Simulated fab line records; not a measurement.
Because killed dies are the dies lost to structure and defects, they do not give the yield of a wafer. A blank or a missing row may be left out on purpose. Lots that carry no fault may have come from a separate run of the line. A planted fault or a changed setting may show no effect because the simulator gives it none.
Which tool was responsible? | flow berkeley cmos170 | 42 wafers from 14 lots sampled at 4 of the route's 331 steps

## WHAT THE GAUGES SHOWED, per wafer
UCB170_V1_THK_MEAS_04. Usual: for V1_POLISHED_THK the level is 1000.0 nm and the standard deviation is 1.2.
lot  | measured     | on            | V1_POLISHED_THK (nm) | flag
L294 | day 7 16:22  | film metro-04 | 999.1 998.8 999.8    |
L297 | day 8 03:41  | film metro-03 | 999.0 999.2 1000.4   |
L295 | day 8 06:24  | film metro-03 | 1002.1 1000.1 999.7  |
L298 | day 8 13:46  | film metro-03 | 999.2 1000.0 1000.1  |
L296 | day 8 13:46  | film metro-04 | 1000.3 999.5 999.4   |
L299 | day 8 14:02  | film metro-04 | 1000.3 1002.0 1000.8 |
L302 | day 9 05:13  | film metro-03 | 997.4 998.8 999.7    |
L303 | day 9 08:35  | film metro-04 | 1000.5 1000.1 1000.2 |
L306 | day 9 21:32  | film metro-03 | 999.8 1000.9 997.9   |
L304 | day 9 21:50  | film metro-02 | 1002.1 1000.7 1002.1 |
L305 | day 9 21:32  | film metro-04 | 999.1 1000.2 998.3   |
L314 | day 11 16:37 | film metro-04 | 998.0 997.7 999.7    |
L316 | day 12 10:46 | film metro-03 | 997.5 998.4 999.0    |
L315 | day 12 11:04 | film metro-02 | 1001.1 999.7 999.1   |

UCB170_M2_THK_MEAS_03: measures by xrf. Usual: for M2_AL_THK the level is 893 nm and the standard deviation is 13.
lot  | measured     | on            | M2_AL_THK (nm) | flag
L294 | day 7 19:47  | film metro-01 | 889 885 894    |
L297 | day 8 06:31  | film metro-01 | 884 887 901    |
L295 | day 8 11:04  | film metro-01 | 895 900 887    |
L298 | day 8 16:03  | film metro-02 | 884 876 884    |
L296 | day 8 16:46  | film metro-01 | 895 876 906    |
L299 | day 8 17:17  | film metro-01 | 889 888 873    |
L302 | day 9 12:17  | film metro-04 | 894 910 900    |
L303 | day 9 12:26  | film metro-01 | 881 894 904    |
L306 | day 9 23:38  | film metro-01 | 894 885 873    |
L304 | day 10 00:11 | film metro-01 | 875 876 883    |
L305 | day 9 23:56  | film metro-04 | 924 926 923    |
L314 | day 11 19:21 | film metro-02 | 886 902 893    |
L316 | day 12 12:59 | film metro-02 | 884 882 904    |
L315 | day 12 13:07 | film metro-04 | 900 913 896    |

## WHICH TOOL RAN EACH LOT (tool, then ch and the chambers of the sampled wafers, then the start)
lot  | UCB170_NSD_IMPLANT_08           | UCB170_SDANNEAL_RTA_01
L294 | implanter-02 ch 0, day 7 00:16  | rtp anneal-01 ch 0, day 7 01:37
L297 | implanter-03 ch 0, day 7 13:44  | rtp anneal-02 ch 0, day 7 15:14
L295 | implanter-02 ch 0, day 7 18:22  | rtp anneal-01 ch 0, day 7 19:40
L298 | implanter-03 ch 0, day 7 20:20  | rtp anneal-01 ch 0, day 7 22:07
L296 | implanter-01 ch 0, day 7 20:26  | rtp anneal-02 ch 0, day 7 22:07
L299 | implanter-02 ch 0, day 7 20:34  | rtp anneal-02 ch 0, day 7 22:23
L302 | implanter-03 ch 0, day 8 13:32  | rtp anneal-02 ch 0, day 8 16:14
L303 | implanter-02 ch 0, day 8 19:38  | rtp anneal-02 ch 0, day 8 21:08
L306 | implanter-02 ch 0, day 9 05:46  | rtp anneal-02 ch 0, day 9 08:56
L304 | implanter-03 ch 0, day 9 06:00  | rtp anneal-01 ch 0, day 9 08:56
L305 | implanter-01 ch 0, day 9 06:03  | rtp anneal-01 ch 0, day 9 09:09
L314 | implanter-02 ch 0, day 10 23:22 | rtp anneal-02 ch 0, day 11 00:39
L316 | implanter-02 ch 0, day 11 19:04 | rtp anneal-01 ch 0, day 11 20:40
L315 | implanter-03 ch 0, day 11 19:20 | rtp anneal-02 ch 0, day 11 21:01
- UCB170_NSD_IMPLANT_08
- UCB170_SDANNEAL_RTA_01: time 5 s.

## AS READ BY THE TOOLS THEMSELVES (means over the sampled wafers that have a number; for cases with no such wafer, the mark the record gives instead)
UCB170_NSD_IMPLANT_08. Usual: beam energy keV reads 40.000 (standard deviation 0.012).
lot  | tool         | beam energy keV | flag
L294 | implanter-02 | 40.005          |
L297 | implanter-03 | 40.008          |
L295 | implanter-02 | 39.991          |
L298 | implanter-03 | 40.002          |
L296 | implanter-01 | 40.001          |
L299 | implanter-02 | 40.014          |
L302 | implanter-03 | 39.996          |
L303 | implanter-02 | 40.001          |
L306 | implanter-02 | 40.014          |
L304 | implanter-03 | 39.983          |
L305 | implanter-01 | 40.006          |
L314 | implanter-02 | 39.562          | OFF
L316 | implanter-02 | 39.574          | OFF
L315 | implanter-03 | 39.996          |

UCB170_SDANNEAL_RTA_01. Usual: lamp power pct 40 %, standard deviation 7.8; wafer_temp_C_max 1055.9, standard deviation 1.7.
lot  | tool          | lamp power pct (%) | wafer_temp_C_max | flag
L294 | rtp anneal-01 | 48                 | 1055.6           |
L297 | rtp anneal-02 | 33                 | 1056.5           |
L295 | rtp anneal-01 | 48                 | 1055.0           |
L298 | rtp anneal-01 | 48                 | 1054.6           |
L296 | rtp anneal-02 | 33                 | 1057.4           |
L299 | rtp anneal-02 | 33                 | 1056.6           |
L302 | rtp anneal-02 | 33                 | 1057.0           |
L303 | rtp anneal-02 | 33                 | 1055.7           |
L306 | rtp anneal-02 | 33                 | 1057.1           |
L304 | rtp anneal-01 | 48                 | 1054.5           |
L305 | rtp anneal-01 | 48                 | 1055.5           |
L314 | rtp anneal-02 | 33                 | 1056.6           |
L316 | rtp anneal-01 | 48                 | 1054.6           |
L315 | rtp anneal-02 | 33                 | 1058.6           |

## THE ANSWER, worked out from the rows above alone
Rule: a lot is off if the mean of its wafers that have a number lies more than 3 standard deviations from the usual mean. A lot without any number at a reading at which 4 lots or more have one is off too. The other lots that the step has rows for count as sound. Order of review: gauges by route order, followed by the tools' own readings, for which a lot's mean as printed above is used. At the first step where some lot is off, the reading lying furthest off is the one used; lots without a number count as furthest.
Off, at UCB170_NSD_IMPLANT_08 on beam energy keV: L314, L316.
If a tool, at that step or one of the process steps before it, ran each lot that is off and ran no sound lot following the first of them, it fits. One fits: UCB170_NSD_IMPLANT_08 on implanter-02. Its last sound lot is L306 (day 9 05:46), its first lot that is off L314 (day 10 23:22): a fault that began between those two fits.
The tool's own readings at UCB170_NSD_IMPLANT_08 bear it out: on the lots that are off they differ by more than 5 times the standard deviation of the sound lots' means. beam energy keV reads 39.568 there against 40.001 on the sound lots.

## WHAT THE SIMULATOR HAD PUT IN
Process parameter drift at UCB170_NSD_IMPLANT_08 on implanter-02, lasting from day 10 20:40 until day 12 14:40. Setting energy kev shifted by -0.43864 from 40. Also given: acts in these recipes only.
Lots struck among those shown: L314, L316. This agrees with what the rule above found.
